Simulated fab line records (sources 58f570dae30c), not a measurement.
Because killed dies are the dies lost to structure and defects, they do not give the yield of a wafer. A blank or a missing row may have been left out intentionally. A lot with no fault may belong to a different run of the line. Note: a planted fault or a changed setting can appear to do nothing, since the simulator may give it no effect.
A lot that was struck, set against a sound lot / flow berkeley cmos170 / 14 out of 331 route steps
Sound: these wafers, L388.3, L388.4, L388.6. Wafers struck: L396.1, L396.5, L396.6. At the end, the cause is stated.
Each step with rows lists, per side, the tool, then ch with its chambers, then its first start. Under that, the readings that differ: sound wafers / struck wafers / difference of the means / sigmas: that difference in standard deviations of wafers without a fault.
alike: words and numbers the same on both sides, and readings whose means are apart by under 2 such deviations; not compared: readings that were withheld, readings missing a value for some wafer, numbers with overlapping values and no deviation given by the record, and bounds like >300 which may hide the same value.
The two part at a step that has a row with sigmas, a row that says differs or no value, or rows on one side only. Non-overlapping numbers with no deviation appear without sigmas and do not part them. Lack of a reading on every wafer of one side parts them only where that side has two or more wafers.

UCB170_M2_METAL_ETCH_18: etches Al in Cl2/BCl3, stops on SiO2, target depth 1170 nm, time 195 s.
  sound on rie metal-03 ch 0,1, day 8 18:07; struck on rie metal-01 ch 0,1, day 9 01:40
  alike: chamber pressure mTorr, drypump motor current A, oes product au, throttle valve pct
  not compared: rf hours counter h
UCB170_M2_STRIP_19: strips in O2.
  sound on plasma asher-04 ch 0,1, day 8 18:16; struck on plasma asher-04 ch 0,1, day 9 01:50
  alike: chamber pressure mTorr, drypump motor current A, oes product au
  not compared: rf hours counter h
UCB170_M2_CD_MEAS_90 targets a cd of 700 nm.
  struck on cd sem-01, day 9 01:56; sound on cd sem-01, day 8 18:23
  alike: cd nm
UCB170_V2_CVD_00: deposits SiO2 from TEOS/O2, target thk 2000 nm, time 250 s.
  sound on pecvd-04 ch 0,1, day 8 18:32; struck on pecvd-03 ch 1,2, day 9 02:04
  alike: heater power w, susceptor temp C
UCB170_V2_THK_MEAS_01:
  struck on film metro-04, day 9 02:13; sound on film metro-03, day 8 18:43
  alike: V2_TEOS_THK
UCB170_V2_CMP_02: polishes SiO2.
  sound on cmp-02 ch 0,1, day 8 18:45; struck on cmp-02 ch 0,1,2, day 9 02:23
  alike: head pressure psi, motor current A
UCB170_V2_BOW_MEAS_03:
  struck on film metro-03, day 9 02:35; sound on film metro-04, day 8 19:05
  alike: V2_BOW
UCB170_V2_THK_MEAS_04:
  struck on film metro-03, day 9 02:42; sound on film metro-04, day 8 19:11
  alike: V2_POLISHED_THK
then, 4 steps without rows for these wafers: UCB170_V2_CLEAN_05 (cleans in DIW); UCB170_V2_HMDS_06 (prime time 60 s); UCB170_V2_COAT_07 (resist thk 900 nm); UCB170_V2_SOFTBAKE_08 (time 60 s).
UCB170_V2_EXPOSE_09: exposes mask VIA2, target cd 700 nm.
  struck on krf scanner-01, day 9 03:41; sound on krf scanner-01 ch 0, day 8 20:06
  no value came back on the struck wafers for exposure dose mJ cm2, focus offset nm (nm); on the sound wafers exposure dose mJ cm2 reads 36.97 36.94 36.97
  alike: mask
following that, these wafers have no rows for 1 step: UCB170_V2_PEB_10.

## WHERE THEY PART
Only at UCB170_V2_EXPOSE_09, within this record.

WHY: the cause the simulator had injected
At UCB170_V2_EXPOSE_09, the step was skipped entirely on krf scanner-01 from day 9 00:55 on. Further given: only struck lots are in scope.
